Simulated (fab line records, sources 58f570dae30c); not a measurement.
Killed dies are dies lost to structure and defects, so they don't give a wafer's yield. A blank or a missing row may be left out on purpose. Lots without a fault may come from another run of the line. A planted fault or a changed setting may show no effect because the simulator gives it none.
fab line records | flow berkeley_cmos170
record lots=6 wafers=18 last_day=12
route steps=331 shown ACTIVE@68 PFIELD@79
lots that met no fault: from a run of the same line without faults
start_h: hours from the record's first day to the start of the lot's first wafer shown | wait_h: hours since the lot's step before | " the same as in the row above | L1.1+2: a row that stands for several wafers | - no value, or no start given | * or withheld: withheld | < > ~ a bound
route shown NAME@n: a module of which the file shows steps, and the number in the route of the first | usual: mean/standard deviation of fault-free wafers | same: alike in all rows | chamber/n: place in a boat | sites: the reading at each site | _std_site: their standard deviation | _edge_site: outer sites' mean less inner sites' | radius_mm: how far each site lies from the wafer's centre | mask NAME#n: copy n | behind: the tool/chamber that last shaped the wafer | hold: why the lot was held/for how many hours/how that ended | device: the transistor (n, p or np) that didn't switch | end of line: the same wafers' tests at the end of the route | a step without rows: its recipe alone | killed: dies lost to structure and defects at the first sort, not the wafer's yield | map: a wafer's dies, x killed, . not, _ none there
set.NAME: the setting as run; set.NAME@STEP: as run at that earlier step | model.NAME: the simulator's own value behind a step, which no gauge read
lots at some steps of the route; a table a step, a row a wafer
services: from which hour (start_h, from the record's first day; less than 0 if before it) a tool's chamber was out of use, for how many hours, and why
## steps
# step UCB170_ACTIVE_COAT_08
# recipe resist=KrF spin_rpm=1500 resist_thk_nm=900
# step UCB170_ACTIVE_SOFTBAKE_09
# recipe resist=KrF temp_c=130 time_s=60
# step UCB170_ACTIVE_EXPOSE_10
# recipe mask_id=ACTIVE target_cd_nm=1200 na=0.5 sigma_outer=0.6 source_shape=conventional dose_mj=20
# step UCB170_ACTIVE_PEB_11
# recipe peb_temp_c=130.9 peb_time_s=withheld resist=KrF
# step UCB170_ACTIVE_DEVELOP_12
# recipe developer=TMAH develop_time_s=45 resist=KrF dev_temp_c=21
# step UCB170_ACTIVE_CD_MEAS_13
# recipe target_cd_nm=1200
# usual cd_nm=1200.0/1.3
# columns lot.wafer tool chamber start_h wait_h cd_nm
L529.2 cd_sem-01 - 106.61 - 1197.9
L529.5 " - " " 1198.5
L529.6 " - " " 1197.4
L534.4 cd_sem-01 - 128.40 - 1198.4
L534.5 " - " " 1200.7
L534.6 " - " " 1199.9
L537.1 cd_sem-02 - 136.77 - 1200.3
L537.2 " - " " 1198.1
L537.5 " - " " 1200.4
L539.2 cd_sem-02 - 154.27 - 1197.3
L539.3 " - " " 1198.2
L539.5 " - " " 1199.3
L545.2 cd_sem-02 - 183.13 - 1200.1
L545.3 " - " " 1199.6
L545.6 " - " " 1198.9
L548.1 cd_sem-02 - 197.03 - 1200.5
L548.2 " - " " 1200.0
L548.5 " - " " 1199.5
# step UCB170_ACTIVE_OVL_MEAS_14
# usual ACTIVE_OVL=2/6.7
# columns lot.wafer tool chamber start_h wait_h ACTIVE_OVL[nm]
L529.2 overlay-02 - 106.72 0.1 -6
L529.5 " - " " -3
L529.6 " - " " -3
L534.4 overlay-01 - 128.48 0.1 7
L534.5 " - " " 8
L534.6 " - " " 1
L537.1 overlay-01 - 136.89 0.1 -1
L537.2 " - " " 2
L537.5 " - " " -1
L539.2 overlay-01 - 154.37 0.1 14
L539.3 " - " " 13
L539.5 " - " " 15
L545.2 overlay-02 - 183.23 0.1 8
L545.3 " - " " 12
L545.6 " - " " 14
L548.1 overlay-02 - 197.15 0.1 2
L548.2 " - " " -3
L548.5 " - " " 2
# step UCB170_ACTIVE_ETCH_15
# recipe chemistry=CH3F/Ar/O2 target=Si3N4 stop_on=SiO2 CH3F_flow_sccm=20 Ar_flow_sccm=50 O2_flow_sccm=7 pressure_mtorr=50 rf_w=450 target_depth_a=2420 over_etch_frac=0.1 time_s=151
# usual O2_flow_sccm=7.001/0.02 drypump_motor_current_A=5.57/0.28 oes_product_au=0.943/0.015 throttle_valve_pct=8.02/0.1
# same over_etch_frac=0.1
# columns lot.wafer tool chamber start_h wait_h O2_flow_sccm drypump_motor_current_A oes_product_au rf_hours_counter_h throttle_valve_pct
L529.2 rie_diel-04 2 106.75 0.0 6.998 5.16 0.967 143 8.11
L529.5 " 3 " " 7.029 5.23 0.956 - 8.01
L529.6 " 2 " " 6.985 5.17 0.971 - 8.11
L534.4 rie_diel-02 1 128.50 0.0 7.047 5.87 0.929 83 8.02
L534.5 " 1 " " 7.027 5.86 0.932 - 8.04
L534.6 " 0 " " 7.016 5.63 0.933 - 8.00
L537.1 rie_diel-04 2 136.93 0.0 6.988 5.14 0.966 144 8.10
L537.2 " 1 " " 7.032 5.71 0.933 114 7.98
L537.5 " 2 " " 7.000 5.14 0.970 - 8.10
L539.2 rie_diel-02 0 154.40 0.0 7.013 5.62 0.922 139 7.99
L539.3 " 3 " " 7.009 5.89 0.933 134 8.04
L539.5 " 1 " " 7.004 5.86 0.917 - 8.01
L545.2 rie_diel-04 0 183.26 0.0 7.009 5.43 0.945 10 7.99
L545.3 " 2 " " 7.020 5.13 0.967 147 8.11
L545.6 " 2 " " 6.983 5.14 0.968 - 8.11
L548.1 rie_diel-04 0 197.19 0.0 6.984 5.41 0.947 11 8.00
L548.2 " 1 " " 7.016 5.72 0.943 117 8.00
L548.5 " 3 " " 6.972 5.23 0.967 - 8.00
# step UCB170_ACTIVE_STRIP_16
# recipe chemistry=O2 power_w=400 pressure_mtorr=3500 platen_temp_c=withheld o2_flow_sccm=400 overash_fraction=0.5
# usual drypump_motor_current_A=5.8/0.59 oes_product_au=0.721/0.0046 strip_time_to_endpoint_s=18.11/0.11
# columns lot.wafer tool chamber start_h wait_h drypump_motor_current_A oes_product_au rf_hours_counter_h strip_time_to_endpoint_s
L529.2 plasma_asher-02 1 106.85 0.1 6.2 0.725 39 18.02
L529.5 " 0 " " 6.3 0.730 - 17.86
L529.6 " 1 " " 6.2 0.722 - 17.98
L534.4 plasma_asher-04 0 128.63 0.1 6.4 0.719 - 18.05
L534.5 " 1 " " 4.8 0.721 - 18.09
L534.6 " 0 " " 6.3 0.712 - 18.04
L537.1 plasma_asher-03 0 137.03 0.1 5.8 0.722 44 18.11
L537.2 " 1 " " 5.2 0.722 44 18.23
L537.5 " 1 " " 5.3 0.715 - 18.14
L539.2 plasma_asher-04 1 154.50 0.1 4.8 0.724 31 18.06
L539.3 " 1 " " 4.8 0.712 - 17.98
L539.5 " 0 " " 6.3 0.717 - 18.03
L545.2 plasma_asher-02 1 183.36 0.1 6.3 0.722 7 18.18
L545.3 " 0 " " 6.3 0.720 - 18.07
L545.6 " 1 " " 6.3 0.725 - 18.11
L548.1 plasma_asher-04 0 197.29 0.1 6.3 0.726 35 18.25
L548.2 " 1 " " 4.8 0.729 35 18.37
L548.5 " 1 " " 4.8 0.717 - 17.94
# step UCB170_ACTIVE_CD_MEAS_90
# recipe target_cd_nm=1200
# usual cd_nm=1199.9/1.2
# columns lot.wafer tool chamber start_h wait_h cd_nm
L529.2 cd_sem-01 - 106.97 0.1 1197.5
L529.5 " - " " 1198.4
L529.6 " - " " 1197.3
L534.4 cd_sem-01 - 128.76 0.1 1198.8
L534.5 " - " " 1200.7
L534.6 " - " " 1199.5
L537.1 cd_sem-01 - 137.13 0.1 1199.9
L537.2 " - " " 1198.5
L537.5 " - " " 1200.1
L539.2 cd_sem-02 - 154.62 0.1 1197.4
L539.3 " - " " 1198.6
L539.5 " - " " 1198.7
L545.2 cd_sem-01 - 183.49 0.1 1201.0
L545.3 " - " " 1199.3
L545.6 " - " " 1198.9
L548.1 cd_sem-01 - 197.39 0.1 1200.5
L548.2 " - " " 1199.9
L548.5 " - " " 1199.6
# step UCB170_ACTIVE_CLEAN_17
# recipe chemistry=SPM temp_c=120 time_s=600
# step UCB170_PFIELD_HMDS_00
# recipe prime_time_s=60 prime_temp_c=100
# step UCB170_PFIELD_COAT_01
# recipe resist=KrF spin_rpm=1500 resist_thk_nm=900
# usual spin_speed_rpm=1500.2/0.94
# columns lot.wafer tool chamber start_h wait_h spin_speed_rpm model.KrF_of_PFIELD_COAT_01.thk_nm
L529.2 litho_track-03 0 109.01 0.1 1500.1 898.6
L529.5 " 0 " " 1501.3 900.8
L529.6 " 0 " " 1501.8 902.5
L534.4 litho_track-02 0 131.58 0.1 1499.9 899.9
L534.5 " 0 " " 1500.8 900
L534.6 " 0 " " 1501.2 896.5
L537.1 litho_track-03 0 138.05 0.1 1272.6 976.3
L537.2 " 0 " " 1273.5 978.1
L537.5 " 0 " " 1273.4 980.2
L539.2 litho_track-03 0 155.07 0.1 1271.4 978
L539.3 " 0 " " 1273.2 978.6
L539.5 " 0 " " 1272.3 978.5
L545.2 litho_track-02 0 183.95 0.1 1501.1 903.8
L545.3 " 0 " " 1499.1 900.8
L545.6 " 0 " " 1500.2 901.7
L548.1 litho_track-04 0 198.32 0.1 1500.0 900.9
L548.2 " 0 " " 1500.7 901.7
L548.5 " 0 " " 1500.2 903.1
# step UCB170_PFIELD_SOFTBAKE_02
# recipe resist=KrF temp_c=130 time_s=60
# step UCB170_PFIELD_EXPOSE_03
# recipe mask_id=PFIELD na=0.5 sigma_outer=0.6 source_shape=conventional target_cd_nm=1500 dose_mj=30
# step UCB170_PFIELD_PEB_04
# recipe peb_temp_c=130 peb_time_s=withheld resist=KrF
# step UCB170_PFIELD_DEVELOP_05
# recipe developer=TMAH develop_time_s=45 resist=KrF dev_temp_c=21
# columns lot.wafer tool chamber start_h wait_h model.KrF_of_PFIELD_COAT_01.thk_nm
L529.2 litho_track-03 0 - - 884.4
L529.5 " 0 " " 886.6
L529.6 " 0 " " 888.3
L534.4 litho_track-03 0 - - 885.7
L534.5 " 0 " " 885.8
L534.6 " 0 " " 882.3
L537.1 litho_track-02 0 - - 962.1
L537.2 " 0 " " 963.9
L537.5 " 0 " " 966
L539.2 litho_track-04 0 - - 963.8
L539.3 " 0 " " 964.4
L539.5 " 0 " " 964.3
L545.2 litho_track-03 0 - - 889.6
L545.3 " 0 " " 886.6
L545.6 " 0 " " 887.5
L548.1 litho_track-03 0 - - 886.7
L548.2 " 0 " " 887.5
L548.5 " 0 " " 888.9
# step UCB170_PFIELD_OVL_MEAS_06
# usual PFIELD_OVL=1/5.6
# columns lot.wafer tool chamber start_h wait_h PFIELD_OVL[nm]
L529.2 overlay-02 - 110.29 - 3
L529.5 " - " " -9
L529.6 " - " " 1
L534.4 overlay-02 - 132.58 - 11
L534.5 " - " " 15
L534.6 " - " " 7
L537.1 overlay-01 - 139.42 - 0
L537.2 " - " " -2
L537.5 " - " " -1
L539.2 overlay-02 - 155.79 - 5
L539.3 " - " " 3
L539.5 " - " " 5
L545.2 overlay-01 - 184.75 - -7
L545.3 " - " " -2
L545.6 " - " " -5
L548.1 overlay-02 - 199.24 - 3
L548.2 " - " " -3
L548.5 " - " " 3
# step UCB170_PFIELD_IMPLANT_07
# recipe species=B dose_cm2=2e+13 energy_kev=80 tilt_deg=7
# step UCB170_PFIELD_STRIP_08
# recipe chemistry=O2 power_w=400 pressure_mtorr=3500 platen_temp_c=withheld o2_flow_sccm=400 overash_fraction=0.5
# usual drypump_motor_current_A=5.9/0.4 oes_product_au=0.734/0.0045 strip_time_to_endpoint_s=21.64/0.056
# columns lot.wafer tool chamber start_h wait_h drypump_motor_current_A oes_product_au rf_hours_counter_h strip_time_to_endpoint_s
L529.2 plasma_asher-01 1 110.47 0.1 6.3 0.735 40 21.60
L529.5 " 1 " " 6.3 0.739 - 21.65
L529.6 " 0 " " 6.1 0.732 - 21.69
L534.4 plasma_asher-01 0 132.78 0.1 6.0 0.736 - 21.61
L534.5 " 0 " " 6.0 0.733 - 21.61
L534.6 " 1 " " 6.3 0.737 - 21.55
L537.1 plasma_asher-02 0 139.60 0.1 6.3 0.737 2 23.46
L537.2 " 1 " " 6.2 0.736 2 23.51
L537.5 " 0 " " 6.3 0.739 - 23.55
L539.2 plasma_asher-03 0 155.97 0.1 5.8 0.743 46 23.48
L539.3 " 0 " " 5.8 0.741 - 23.50
L539.5 " 0 " " 5.8 0.734 - 23.49
L545.2 plasma_asher-03 0 184.93 0.1 5.8 0.731 49 21.72
L545.3 " 0 " " 5.8 0.734 - 21.64
L545.6 " 0 " " 5.8 0.739 - 21.66
L548.1 plasma_asher-01 1 199.43 0.1 6.2 0.738 50 21.63
L548.2 " 0 " " 6.1 0.738 50 21.67
L548.5 " 1 " " 6.2 0.733 - 21.68
# step UCB170_PFIELD_TW_MEAS_09
# usual PFIELD_TW=601/7.1
# columns lot.wafer tool chamber start_h wait_h PFIELD_TW
L529.2 film_metro-02 - 110.58 0.1 594
L529.5 " - " " 594
L529.6 " - " " 597
L534.4 film_metro-03 - 132.88 0.1 611
L534.5 " - " " 608
L534.6 " - " " 608
L537.1 film_metro-02 - 139.70 0.1 595
L537.2 " - " " 597
L537.5 " - " " 597
L539.2 film_metro-03 - 156.08 0.1 612
L539.3 " - " " 612
L539.5 " - " " 612
L545.2 film_metro-01 - 185.04 0.1 597
L545.3 " - " " 599
L545.6 " - " " 599
L548.1 film_metro-03 - 199.53 0.1 610
L548.2 " - " " 608
L548.5 " - " " 612
## services
# columns tool chamber start_h hours kind
rie_diel-04 - 87.53 14.6 pm
plasma_asher-03 - 97.82 3.0 repair
rie_diel-02 1 104.22 5.6 repair
rie_diel-02 - 105.07 2.8 pm
rie_diel-04 1 107.34 7.5 repair
plasma_asher-02 - 108.75 9.0 pm
plasma_asher-02 0 108.75 9.0 vent_cycle
plasma_asher-02 1 108.75 9.0 vent_cycle
plasma_asher-02 0 117.75 - clean
plasma_asher-02 1 117.75 - clean
plasma_asher-03 - 127.12 1.0 repair
rie_diel-04 3 155.68 4.1 repair
rie_diel-04 2 188.48 - clean
rie_diel-04 2 188.48 15.8 scheduled_down
rie_diel-04 2 188.48 15.8 vent_cycle
## key
first_sign step=UCB170_PFIELD_COAT_01 reading=spin_speed_rpm direction=down sigmas=99+ usual=1500.2 struck=1272.7
effect step=UCB170_PFIELD_STRIP_08 reading=strip_time_to_endpoint_s direction=up sigmas=33 usual=* struck=*
model_effect step=UCB170_PFIELD_COAT_01 value=KrF_of_PFIELD_COAT_01.thk_nm without=901 struck=978.3
model_effect step=UCB170_PFIELD_DEVELOP_05 value=KrF_of_PFIELD_COAT_01.thk_nm without=886.7 struck=964.1
met_at UCB170_PFIELD_COAT_01
struck_wafers L537.1,L537.2,L537.5,L539.2,L539.3,L539.5
sort_left_out L537.1,L537.2,L537.5
tester_left_out L537,L539
onset_between 109.01 138.05
fault kind=process_parameter_drift tool=litho_track-03 chamber=- onset_h=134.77 steps=UCB170_PFIELD_COAT_01 channel=spin_rpm offset=-227.78 shape=step end_h=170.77 acts_in=these_recipes_only stated=1500
# tester_left_out: of these lots the tester's yield and bins aren't shown, on N5 and GAA mostly nor the transistor test; their killed dies are dies lost to structure and defects alone, not to doping, threshold or leakage, so they don't give the yield
# sort_left_out: the simulated sort isn't trusted on such a fault, so these wafers' sort isn't shown, and their yield isn't known
